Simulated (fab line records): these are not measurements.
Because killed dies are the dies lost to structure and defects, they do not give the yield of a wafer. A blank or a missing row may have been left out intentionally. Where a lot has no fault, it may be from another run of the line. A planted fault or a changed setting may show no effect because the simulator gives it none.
One fault seen from 2 desks    flow rit-cmos    what lay behind the numbers comes last; until then each desk has only its own

== THE METROLOGY DESK ==
Lot by lot, what the gauges showed, no matter which tool ran the lot: averages of those sampled wafers that carry a number. A lot is out of limits, marked OUT, if its mean lies more than 4 standard deviations from the usual mean; the brackets give that distance.
Columns: A = FOX1_OXIDE_THK at RIT_FOX1_THK_MEAS_01, usual 352 nm; B = FOX2_OXIDE_THK at RIT_FOX2_THK_MEAS_01, usual 354 nm; C = FIELD_OXIDE_LEFT_2_THK at RIT_FOX2_THK_MEAS_91, usual 258 nm; D = GATE_OXIDE_THK at RIT_GATE_THK_MEAS_07, usual 3.04 nm
lot   first seen here  A    B    C    D
L588  day 1 17:55      344  348  253  3.01
L590  day 2 05:11      351  355  260  3.09
L591  day 2 10:30      348  350  254  2.98
L592  day 2 18:40      344  358  262  3.09
L595  day 3 08:31      353  348  253  3.13
L596  day 3 12:08      358  362  267  3.63 (+9.4) OUT
L597  day 3 17:19      356  356  261  3.61 (+9.0) OUT
L602  day 4 16:19      351  354  259  3.09
L604  day 5 03:43      351  341  247  3.08
L605  day 5 06:35      351  349  253  3.03
L606  day 5 13:15      354  344  247  3.03
L607  day 5 17:43      340  356  261  2.98
L609  day 6 04:02      352  358  263  2.99
L610  day 6 08:40      348  358  263  3.00
This desk reports L596, L597 out of limits; the earliest was L596 at day 4 08:57 (GATE_OXIDE_THK at RIT_GATE_THK_MEAS_07). In limits: L588, L590, L591, L592, L595, L602, L604, L605, L606, L607, L609, L610.

== TOOL OWNER'S DESK, furnace-01 ==
The tool's own readings at RIT_GATE_OXIDATION_05 (target thk 3 nm, ox time 270 s): means of the sampled wafers that have a number, for each lot that ran on this tool. A lot is out of limits, marked OUT, if its mean lies more than 4 standard deviations from the usual mean; the brackets give that distance.
Columns: A = spike-tc-centre-C at RIT_GATE_OXIDATION_05, usual 902.5 C; B = spike-tc-load-C at RIT_GATE_OXIDATION_05, usual 924.8 C; C = spike-tc-source-C at RIT_GATE_OXIDATION_05, usual 925.0 C; D = tube-center-temp-C at RIT_GATE_OXIDATION_05, usual 900.01 C; E = tube_center_temp_C_max at RIT_GATE_OXIDATION_05, usual 902.3
lot   first seen here  A                B                 C                 D                         E
L588  day 2 11:10      901.5            924.3             925.9             899.97                    902.1
L591  day 3 06:29      901.5            923.4             926.0             900.05                    902.4
L595  day 4 03:03      901.3            923.0             926.6             900.08                    902.4
L596  day 4 06:19      916.3 (+11) OUT  939.1 (+8.9) OUT  941.7 (+6.2) OUT  915.05 (+99 or more) OUT  917.4 (+43) OUT
L597  day 4 12:11      915.8 (+10) OUT  939.4 (+9.1) OUT  941.6 (+6.1) OUT  914.98 (+99 or more) OUT  917.1 (+42) OUT
This desk's finding: out of limits on L596, L597; first on L596, day 4 06:19 (spike-tc-centre-C at RIT_GATE_OXIDATION_05). In limits: L588, L591, L595.

== TAKEN TOGETHER ==
An alarm could have come from the tool owner's desk at day 4 06:19, on L596, L597.
The metrology desk could have raised an alarm at day 4 08:57, on L596, L597.
Every lot named ran RIT_GATE_OXIDATION_05 on furnace-01.

== WHAT HAD BEEN PUT IN BY THE SIMULATOR ==
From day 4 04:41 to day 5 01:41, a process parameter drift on furnace-01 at RIT_GATE_OXIDATION_05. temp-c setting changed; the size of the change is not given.
Struck lots among those shown: L596, L597.
Hours from the fault's start to each desk's first reading out of limits: the tool owner's desk, 2; the metrology desk, 4.
